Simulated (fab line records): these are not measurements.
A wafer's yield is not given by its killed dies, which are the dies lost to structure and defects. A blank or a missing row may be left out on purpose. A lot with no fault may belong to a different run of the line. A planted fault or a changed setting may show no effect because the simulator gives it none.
Which tool is to blame?	flow rit-cmos	Sampling: 13 lots, 39 wafers, 2 of 202 route steps

WHAT EACH GAUGE READ, for each wafer
RIT_GATE_THK_MEAS_09. Usual: for GATE_POLY_THK the level is 250.8 nm and the standard deviation is 2.4.
lot	measured	on	GATE_POLY_THK (nm)	flag
L840	day 2 11:50	film-metro-02	248.9 249.5 249.3	
L841	day 2 17:25	film-metro-02	251.8 253.3 253.8	
L842	day 2 22:40	film-metro-01	252.7 251.6 253.5	
L843	day 3 01:32	film-metro-01	251.1 251.6 250.2	
L844	day 3 07:46	film-metro-02	247.5 247.5 247.3	
L845	day 3 12:10	film-metro-04	256.0 255.8 253.8	
L846	day 3 17:19	film-metro-04	252.3 252.3 252.0	
L847	day 3 22:18	film-metro-01	248.0 248.8 249.1	
L848	day 4 03:13	film-metro-01	250.4 251.4 250.0	
L853	day 5 10:07	film-metro-01	200.9 201.4 201.7	OFF
L854	day 5 10:07	film-metro-02	202.8 204.3 203.8	OFF
L859	day 6 10:20	film-metro-04	248.3 247.7 246.3	
L861	day 6 19:53	film-metro-01	251.7 253.3 251.0	

TOOL THAT RAN EACH LOT (tool first, then ch and the chambers of the sampled wafers, then the start)
lot	RIT_GATE_CVD_08
L840	lpcvd-01 ch 0, day 2 10:12
L841	lpcvd-01 ch 1, day 2 15:47
L842	lpcvd-02 ch 1, day 2 21:02
L843	lpcvd-02 ch 1, day 2 23:56
L844	lpcvd-01 ch 0, day 3 06:09
L845	lpcvd-01 ch 0, day 3 10:32
L846	lpcvd-01 ch 0, day 3 15:41
L847	lpcvd-02 ch 1, day 3 20:41
L848	lpcvd-01 ch 0, day 4 01:36
L853	lpcvd-01 ch 1, day 5 08:29
L854	lpcvd-01 ch 1, day 5 08:29
L859	lpcvd-02 ch 0, day 6 08:41
L861	lpcvd-02 ch 0, day 6 18:16
- RIT_GATE_CVD_08: deposits poly-Si from SiH4, target thk 250 nm, time 2220 s.

WHAT THE TOOLS THEMSELVES READ (means of the sampled wafers that have a number; where no wafer has one, the mark that the record gives instead)
RIT_GATE_CVD_08. Usual: sih4-flow-sccm at 100.0 sccm, with a standard deviation of 0.3.
lot	tool	sih4-flow-sccm (sccm)	flag
L840	lpcvd-01	100.0	
L841	lpcvd-01	100.0	
L842	lpcvd-02	100.1	
L843	lpcvd-02	100.0	
L844	lpcvd-01	100.3	
L845	lpcvd-01	99.9	
L846	lpcvd-01	99.6	
L847	lpcvd-02	100.0	
L848	lpcvd-01	99.6	
L853	lpcvd-01	80.0	OFF
L854	lpcvd-01	79.7	OFF
L859	lpcvd-02	99.8	
L861	lpcvd-02	99.9	

THE ANSWER, worked out from the rows above alone
Rule: lot off if the mean of its wafers having a number is beyond 3 standard deviations from the usual mean. Also off: a lot with no number at a reading for which 4 or more lots have one. All remaining lots with rows at the step are treated as sound. The gauges are gone through in route order, then the tools' own readings, and for those a lot's mean is taken as printed above. At the first step where some lot is off, the reading lying furthest off is the one used; lots without a number count as furthest.
Off: L853, L854, at RIT_GATE_THK_MEAS_09 (GATE_POLY_THK).
If a tool, at a process step before that reading, ran all the lots that are off and no sound lot after the first of them, it fits. The gauges at RIT_GATE_THK_MEAS_09 aren't tried: what is off there is off at RIT_GATE_CVD_08 too, on other tools, and a gauge's error can't cause that. One fits: RIT_GATE_CVD_08 on lpcvd-01. A fault onset in the window from L848 (day 4 01:36, its last sound lot) to L853 (day 5 08:29, its first lot off) fits.
The tool's own readings at RIT_GATE_CVD_08 bear it out: on the lots that are off they differ by more than 5 times the standard deviation of the sound lots' means. sih4-flow-sccm reads 79.8 sccm there against 99.9 sccm on the sound lots.

WHAT THE SIMULATOR PUT IN
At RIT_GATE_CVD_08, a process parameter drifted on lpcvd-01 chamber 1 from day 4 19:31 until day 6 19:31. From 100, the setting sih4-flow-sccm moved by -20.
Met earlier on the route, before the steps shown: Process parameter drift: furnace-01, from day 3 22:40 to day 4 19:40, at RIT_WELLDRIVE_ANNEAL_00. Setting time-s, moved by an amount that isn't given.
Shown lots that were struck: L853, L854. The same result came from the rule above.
